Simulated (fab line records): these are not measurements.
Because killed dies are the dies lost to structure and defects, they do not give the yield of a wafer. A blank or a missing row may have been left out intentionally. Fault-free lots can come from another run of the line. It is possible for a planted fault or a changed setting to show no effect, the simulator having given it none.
fab line records | flow berkeley_cmos170
[record] lots = 15 | wafers = 45 | last_day = 12
route steps=331 shown PWELL@36
lots with no fault: from the same line, run without faults
start_h: hours from the record's opening day to when the first of the lot's shown wafers began | wait_h: hours elapsed since this lot's preceding step | " identical to the entry in the row above | L1.1+2: a single row standing in for several wafers | - no value, or no start was given | * or withheld: withheld | < > ~ a bound
route shown NAME@n: a module of which the file shows steps, and the number in the route of the first | usual: the fault-free wafers' mean and standard deviation | same: alike in all rows | chamber/n: place in a boat | sites: readings site by site | _std_site: how widely they spread, as a standard deviation | _edge_site: outer sites' mean less inner sites' | radius_mm: how far each site lies from the wafer's centre | mask NAME#n: copy n | behind: the most recent tool/chamber to have shaped the wafer | hold: cause of the lot's hold/its duration in hours/its outcome | device: which transistor (n, p or np) failed to switch | end of line: tests run on the same wafers once the route is complete | where a step has no rows: the recipe by itself | killed: the dies lost at the first sort to structure and to defects; this is not the yield of the wafer | map: a wafer's dies, marking killed ones x, the rest . and places with no die _
set.NAME: setting as actually run; set.NAME@STEP: the setting as run at that earlier step | model.NAME: the simulator's own value behind a step, which no gauge read
a sample of lots followed through the steps of the route, with each step as a table and each wafer as a row
services: from which hour (start_h, from the record's first day; less than 0 if before it) a tool's chamber was out of use, for how many hours, and why
[[steps]]
[step UCB170_PWELL_OXIDATION_02]
[recipe] temp_c = 1000 | ambient = O2 | target_thk_a = 264 | ox_time_s = 1260
[usual] ox_time_s = 1260/0
lot.wafer | tool       | chamber | start_h | wait_h | ox_time_s
L715.2    | furnace-02 | 0       | 41.89   | 0.6    | 1260
L715.5    | "          | 0       | "       | "      | 1260
L715.6    | "          | 0       | "       | "      | 1260
L716.1    | furnace-02 | 0       | 41.89   | 0.0    | 1260
L716.2    | "          | 0       | "       | "      | 1260
L716.6    | "          | 0       | "       | "      | 1260
L717.1    | furnace-02 | 0       | 54.22   | 2.3    | 1512
L717.2    | "          | 0       | "       | "      | 1512
L717.5    | "          | 0       | "       | "      | 1512
L718.2    | furnace-02 | 0       | 54.22   | 2.1    | 1512
L718.4    | "          | 0       | "       | "      | 1512
L718.5    | "          | 0       | "       | "      | 1512
L719.1    | furnace-02 | 0       | 54.22   | 1.1    | 1512
L719.2    | "          | 0       | "       | "      | 1512
L719.4    | "          | 0       | "       | "      | 1512
L720.2    | furnace-03 | 0       | 59.68   | 2.4    | 1260
L720.4    | "          | 0       | "       | "      | 1260
L720.6    | "          | 0       | "       | "      | 1260
L721.1    | furnace-04 | 0       | 68.58   | 1.9    | 1260
L721.2    | "          | 0       | "       | "      | 1260
L721.6    | "          | 0       | "       | "      | 1260
L730.2    | furnace-04 | 0       | 115.74  | 3.3    | 1260
L730.3    | "          | 0       | "       | "      | 1260
L730.6    | "          | 0       | "       | "      | 1260
L731.2    | furnace-03 | 0       | 125.06  | 1.2    | 1260
L731.3    | "          | 0       | "       | "      | 1260
L731.5    | "          | 0       | "       | "      | 1260
L732.1    | furnace-02 | 0       | 131.22  | 2.6    | 1260
L732.3    | "          | 0       | "       | "      | 1260
L732.6    | "          | 0       | "       | "      | 1260
L733.2    | furnace-02 | 0       | 131.22  | 2.6    | 1260
L733.3    | "          | 0       | "       | "      | 1260
L733.5    | "          | 0       | "       | "      | 1260
L734.2    | furnace-02 | 0       | 137.32  | 2.7    | 1260
L734.3    | "          | 0       | "       | "      | 1260
L734.5    | "          | 0       | "       | "      | 1260
L735.2    | furnace-02 | 0       | 137.32  | 2.7    | 1260
L735.4    | "          | 0       | "       | "      | 1260
L735.5    | "          | 0       | "       | "      | 1260
L737.1    | furnace-03 | 0       | 144.56  | 2.9    | 1260
L737.2    | "          | 0       | "       | "      | 1260
L737.3    | "          | 0       | "       | "      | 1260
L738.3    | furnace-02 | 0       | 157.76  | 2.0    | 1260
L738.5    | "          | 0       | "       | "      | 1260
L738.6    | "          | 0       | "       | "      | 1260
[step UCB170_PWELL_THK_MEAS_03]
[recipe] reads = SiO2_of_PWELL_OXIDATION_02
[usual] PWELL_OXIDE_THK = 26.5/0.5
lot.wafer | tool          | chamber | start_h | wait_h | PWELL_OXIDE_THK[nm]
L716.1    | film_metro-02 | -       | 43.24   | 0.0    | 27.1
L716.2    | "             | -       | "       | "      | 27.6
L716.6    | "             | -       | "       | "      | 27.5
L715.2    | film_metro-03 | -       | 43.25   | 0.0    | 26.6
L715.5    | "             | -       | "       | "      | 26.2
L715.6    | "             | -       | "       | "      | 26.6
L717.1    | film_metro-01 | -       | 55.57   | 0.0    | 29.7
L717.2    | "             | -       | "       | "      | 29.9
L717.5    | "             | -       | "       | "      | 30.1
L719.1    | film_metro-02 | -       | 55.57   | 0.0    | 30.2
L719.2    | "             | -       | "       | "      | 30.2
L719.4    | "             | -       | "       | "      | 30.1
L718.2    | film_metro-03 | -       | 55.58   | 0.0    | 30.0
L718.4    | "             | -       | "       | "      | 29.2
L718.5    | "             | -       | "       | "      | 29.0
L720.2    | film_metro-02 | -       | 61.06   | 0.0    | 26.1
L720.4    | "             | -       | "       | "      | 26.2
L720.6    | "             | -       | "       | "      | 26.2
L721.1    | film_metro-01 | -       | 69.93   | 0.0    | 27.0
L721.2    | "             | -       | "       | "      | 26.9
L721.6    | "             | -       | "       | "      | 26.5
L730.2    | film_metro-03 | -       | 117.10  | 0.0    | 26.8
L730.3    | "             | -       | "       | "      | 26.8
L730.6    | "             | -       | "       | "      | 27.2
L731.2    | film_metro-01 | -       | 126.42  | 0.0    | 26.5
L731.3    | "             | -       | "       | "      | 26.2
L731.5    | "             | -       | "       | "      | 26.3
L732.1    | film_metro-02 | -       | 132.57  | 0.0    | 26.2
L732.3    | "             | -       | "       | "      | 26.2
L732.6    | "             | -       | "       | "      | 26.3
L733.2    | film_metro-01 | -       | 132.58  | 0.0    | 26.2
L733.3    | "             | -       | "       | "      | 26.4
L733.5    | "             | -       | "       | "      | 26.1
L734.2    | film_metro-02 | -       | 138.68  | 0.0    | 26.5
L734.3    | "             | -       | "       | "      | 25.8
L734.5    | "             | -       | "       | "      | 26.1
L735.2    | film_metro-01 | -       | 138.68  | 0.0    | 26.8
L735.4    | "             | -       | "       | "      | 27.4
L735.5    | "             | -       | "       | "      | 26.9
L737.1    | film_metro-01 | -       | 145.91  | 0.0    | 26.7
L737.2    | "             | -       | "       | "      | 26.4
L737.3    | "             | -       | "       | "      | 26.9
L738.3    | film_metro-02 | -       | 159.13  | 0.0    | 26.1
L738.5    | "             | -       | "       | "      | 26.0
L738.6    | "             | -       | "       | "      | 25.6
[[services]]
tool       | chamber | start_h | hours | kind
furnace-04 | -       | 54.17   | 1.2   | pm
furnace-04 | -       | 88.70   | 3.9   | pm
furnace-04 | -       | 92.59   | 17.4  | pm
furnace-03 | -       | 107.23  | 3.4   | pm
[[key]]
[first_sign] step = UCB170_PWELL_OXIDATION_02 | reading = ox_time_s | direction = up | sigmas = 99+ | usual = * | struck = *
[effect] step = UCB170_PWELL_THK_MEAS_03 | reading = PWELL_OXIDE_THK | direction = up | sigmas = 6.6 | usual = 26.5 | struck = 29.8
met_at UCB170_PWELL_OXIDATION_02
struck_lots L717,L718,L719
tester_left_out L717,L718,L719
onset_between 41.89 54.22
[fault] kind = process_parameter_drift | tool = furnace-02 | chamber = - | onset_h = 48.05 | steps = UCB170_PWELL_OXIDATION_02 | channel = ox_time_s | offset = * | shape = step | end_h = 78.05 | acts_in = * | stated = *
// tester_left_out: of these lots the tester's yield and bins aren't shown, on N5 and GAA mostly nor the transistor test; their killed dies are dies lost to structure and defects alone, not to doping, threshold or leakage, so they don't give the yield
